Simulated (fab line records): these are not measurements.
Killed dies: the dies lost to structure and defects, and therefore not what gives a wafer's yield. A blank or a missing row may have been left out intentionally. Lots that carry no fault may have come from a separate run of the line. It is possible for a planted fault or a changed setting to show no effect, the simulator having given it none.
Problem report in the 8D (eight disciplines) form, filled by code + flow berkeley_cmos170 + the parts of the form that need people (team, actions taken, sign-off) are left out

== 1. WHAT IS WRONG ==
cd_nm at UCB170_PLDD_CD_MEAS_06 reads a mean of 1216.8 nm on 9 wafers of 3 lots; wafers without a fault read 1199.7 nm with a standard deviation of 1.3. Measured from the usual mean, that is +13 standard deviations.
The step: target cd 1200 nm.
The first sign was on wafer L859.1 at day 9 17:20, on cd_sem-01. The record holds 45 wafers of 15 lots with a number at this step. By rule, "out" or "out of limits" means more than 4 standard deviations away from the usual mean. The rest of the wafers with a number are treated as sound.

== 2. WHAT IT IS, AND WHAT IT ISN'T ==
| question                    | is                     | is not                                                                    |
|-----------------------------|------------------------|---------------------------------------------------------------------------|
| which readings at this step | cd_nm                  | -                                                                         |
| which lots                  | L859, L860, L862       | L843, L844, L845, L847, L848, L850, L851, L853, L855, L856, L861, L864    |
| which wafers of those lots  | all that have a number | -                                                                         |
| read on which gauges        | cd_sem-01              | cd_sem-02                                                                 |
| when                        | from day 9 17:20       | up to then (30 sound wafers); but 6 sound wafers of L861, L864 came after |

== 3. THE SUSPECTS, EACH WITH WHAT RULES IT OUT ==
Counting: a tool at a process step up to the reading stays a suspect if it ran every lot that is out and no sound lot after the first of them.
- ruled out: the gauge at UCB170_PLDD_CD_MEAS_06. All the wafers that are out were read on cd_sem-01, but those of them that UCB170_PLDD_EXPOSE_03 has rows for are out there too, on other tools.
- krf_scanner-02 at UCB170_PLDD_EXPOSE_03 (exposes mask PSELECT, target cd 1200 nm): kept. Every lot that is out went through it, starting with L859 (day 9 16:30), and after that it ran no sound lot; the last sound lot it ran before then is L856 (day 9 12:06). Out on those wafers are its own readings of exposure_dose_mJ_cm2.
Remaining after the count: krf_scanner-02 at UCB170_PLDD_EXPOSE_03.

== 4. THE CAUSE (what the simulator had put in) ==
Process parameters drifting: krf_scanner-02 at UCB170_PLDD_EXPOSE_03, beginning at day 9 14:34. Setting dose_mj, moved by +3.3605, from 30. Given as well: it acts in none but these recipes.
Only this tool survived the counting.

== 5. SEQUENCE OF EFFECTS, ordered by route ==
Rows list readings where the struck wafers' mean (over those with a number) sits beyond 3 standard deviations from the usual. Readings are gone through only where the record gives a usual standard deviation; hours: the median, over the lots, of the time from a lot's start at the first step in this table giving one to that lot's start at this step; sigmas: the change measured in usual standard deviations.
| hours | step                   | reading              | usual     | on struck wafers | change | sigmas      |
|-------|------------------------|----------------------|-----------|------------------|--------|-------------|
| 0     | UCB170_PLDD_EXPOSE_03  | exposure_dose_mJ_cm2 | 29.983    | 32.918           | +2.935 | +99 or more |
| 1     | UCB170_PLDD_CD_MEAS_06 | cd_nm                | 1199.7 nm | 1216.8           | +17.1  | +13         |
Process steps it contains:
- UCB170_PLDD_EXPOSE_03: exposes mask PSELECT, target cd 1200 nm.

== 6. WHAT WOULD HAVE CAUGHT IT SOONER ==
3 hours passed between the start of the fault at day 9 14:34 and the first reading out of limits at a measuring or inspecting step in this record, taken at day 9 17:20.
Tool's own readings at UCB170_PLDD_EXPOSE_03, exposure_dose_mJ_cm2: out on all struck wafers the step has rows for; an alarm limit on them would have tripped on the first.
L862, from the lots that are out (3), started UCB170_PLDD_EXPOSE_03 on krf_scanner-02 later than day 9 17:20. A hold on the tool at that time would have spared it.
